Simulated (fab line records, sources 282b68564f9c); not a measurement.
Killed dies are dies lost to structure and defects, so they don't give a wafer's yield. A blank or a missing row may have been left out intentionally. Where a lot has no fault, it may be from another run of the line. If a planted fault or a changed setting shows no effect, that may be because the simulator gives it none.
The tool behind it: which one? + flow rit-cmos + 7 lots, 21 wafers sampled, at 2 steps of a route of 202

== WHAT THE GAUGES SHOWED, per wafer ==
RIT_M1_CD_MEAS_09: target cd 2600 nm.
| lot  | measured    | on        | cd-nm (nm)           |
|------|-------------|-----------|----------------------|
| L841 | day 3 13:14 | cd-sem-02 | 2598.7 2600.8 2599.3 |
| L843 | day 4 01:22 | cd-sem-02 | 2600.8 2602.0 2599.8 |
| L845 | day 4 09:26 | cd-sem-02 | 2598.2 2598.5 2597.2 |
| L847 | day 4 17:54 | cd-sem-01 | 2601.9 2600.2 2602.7 |
| L852 | day 5 23:09 | cd-sem-02 | 2601.0 2601.1 2600.0 |
| L857 | day 6 21:16 | cd-sem-01 | 2600.8 2602.3 2601.3 |
| L861 | day 7 17:08 | cd-sem-01 | 2600.6 2599.0 2597.7 |

== TOOL THAT RAN EACH LOT (tool first, then ch and the chambers of the sampled wafers, then the start) ==
| lot  | RIT_M1_SPUTTER_00           |
|------|-----------------------------|
| L841 | pvd-sputter-01, day 3 11:53 |
| L843 | pvd-sputter-01, day 3 23:58 |
| L845 | pvd-sputter-01, day 4 08:04 |
| L847 | pvd-sputter-01, day 4 16:33 |
| L852 | pvd-sputter-04, day 5 21:40 |
| L857 | pvd-sputter-02, day 6 19:54 |
| L861 | pvd-sputter-01, day 7 15:40 |
- RIT_M1_SPUTTER_00: material Al, target thk 400 nm, time 500 s.

== THE ANSWER, worked out from the rows above alone ==
Rule: usual is defined by the lots themselves. Put in order of their means at a reading, lots are off if they are a third of the lots or fewer, leave a main group of 4 or more, and stand apart from it by a gap of 3 or more times the standard deviation of the main group's means; of several such gaps the widest counts. The tables above print the reading to a certain number of digits; a main group whose means all agree to those digits is not used. Also off: a lot with no number at a reading for which 4 or more lots have one. The other lots that the step has rows for count as sound.
None of the lots is off at any reading shown; this tells nothing.

== WHAT THE SIMULATOR HAD INSERTED ==
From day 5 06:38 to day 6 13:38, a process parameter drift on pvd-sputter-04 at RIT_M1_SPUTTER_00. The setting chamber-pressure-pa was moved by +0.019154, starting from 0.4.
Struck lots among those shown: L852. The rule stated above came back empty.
